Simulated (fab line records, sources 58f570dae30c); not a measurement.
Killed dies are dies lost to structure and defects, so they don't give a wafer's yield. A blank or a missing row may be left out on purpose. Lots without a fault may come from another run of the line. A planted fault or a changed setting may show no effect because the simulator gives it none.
Tool commonality check | flow berkeley_cmos170 | 14 lots, 42 wafers sampled

WHY IT WAS OPENED
At UCB170_NLDD_CD_MEAS_06 the reading cd_nm is flagged on 2 of 14 lots. Wafers without a fault read 1199.7 nm, standard deviation 1.4.
Rule: a lot is flagged when every wafer of it that has a number lies more than 4 standard deviations from that mean, or none has a number. The other lots count as sound.

lot  | measured     | on        | cd_nm (nm), wafer by wafer | flag
L349 | day 7 15:02  | cd_sem-02 | 1199.4 1200.2 1198.7       |
L351 | day 7 19:53  | cd_sem-01 | 1202.4 1199.6 1199.7       |
L352 | day 7 20:09  | cd_sem-01 | 1199.1 1199.3 1198.5       |
L354 | day 8 16:21  | cd_sem-01 | 1198.9 1199.8 1199.7       |
L356 | day 8 16:42  | cd_sem-01 | 1197.4 1198.5 1199.3       |
L357 | day 9 10:53  | cd_sem-02 | 1200.9 1202.8 1201.1       |
L363 | day 10 22:48 | cd_sem-02 | 1212.1 1209.1 1210.9       | FLAGGED
L368 | day 11 21:16 | cd_sem-01 | 1201.7 1202.1 1203.1       |
L365 | day 11 22:14 | cd_sem-01 | 1208.7 1208.4 1208.2       | FLAGGED
L367 | day 11 22:31 | cd_sem-02 | 1197.4 1197.9 1199.4       |
L369 | day 12 00:29 | cd_sem-02 | 1198.0 1197.1 1198.3       |
L370 | day 12 00:41 | cd_sem-01 | 1199.5 1201.1 1199.0       |
L372 | day 12 11:23 | cd_sem-01 | 1199.3 1199.3 1199.4       |
L371 | day 12 11:41 | cd_sem-02 | 1200.5 1198.2 1198.0       |
The numbers of the flagged lots are 1209.6 nm on average: +9.9 nm against the usual, or +7 standard deviations.

WHICH TOOL RAN EACH LOT
The record holds 1 process step before the reading, out of a route of 331 steps. In each cell: the tool, then ch and the chambers that the sampled wafers went through, then the start.
lot  | flag    | UCB170_NLDD_PEB_04
L349 |         | litho_track-04 ch 0, day 7 14:43
L351 |         | litho_track-04 ch 0, day 7 19:37
L352 |         | litho_track-04 ch 0, day 7 19:52
L354 |         | litho_track-04 ch 0, day 8 16:05
L356 |         | litho_track-02 ch 0, day 8 16:25
L357 |         | litho_track-04 ch 0, day 9 10:37
L363 | FLAGGED | litho_track-04 ch 0, day 10 22:32
L368 |         | litho_track-03 ch 0, day 11 20:00
L365 | FLAGGED | litho_track-04 ch 0, day 11 21:00
L367 |         | litho_track-02 ch 0, day 11 22:00
L369 |         | litho_track-03 ch 0, day 12 00:10
L370 |         | litho_track-02 ch 0, day 12 00:25
L372 |         | litho_track-03 ch 0, day 12 11:07
L371 |         | litho_track-03 ch 0, day 12 11:25
What these steps do:
- UCB170_NLDD_PEB_04
- UCB170_NLDD_CD_MEAS_06: target cd 1200 nm.

FLAGGED OVER TOTAL, TOOL BY TOOL (the gauges that took the reading come last)
step                   | tool           | lots run | flagged | share of the flagged lots | sound lots run after its first flagged lot
UCB170_NLDD_PEB_04     | litho_track-02 | 3        | 0       | none                      | -
UCB170_NLDD_PEB_04     | litho_track-03 | 4        | 0       | none                      | -
UCB170_NLDD_PEB_04     | litho_track-04 | 7        | 2       | all                       | 0
UCB170_NLDD_CD_MEAS_06 | cd_sem-01      | 8        | 1       | some                      | 2 (L370,L372)
UCB170_NLDD_CD_MEAS_06 | cd_sem-02      | 6        | 1       | some                      | 3 (L367,L369,L371)

WHAT THE TABLE ALLOWS
1 row of the table ran every flagged lot: litho_track-04 at UCB170_NLDD_PEB_04.
- litho_track-04 at UCB170_NLDD_PEB_04: 2 of its 7 lots flagged. Its last sound lot is L357 (day 9 10:37), its first flagged lot L363 (day 10 22:32): a fault that began between those two fits.
One tool is left: litho_track-04 at UCB170_NLDD_PEB_04.

WHAT THE SIMULATOR HAD PUT IN
Process parameter drift: litho_track-04, from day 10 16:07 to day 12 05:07, at UCB170_NLDD_PEB_04. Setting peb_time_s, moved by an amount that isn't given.
Lots struck among those shown: L363, L365. The rule above found the same.
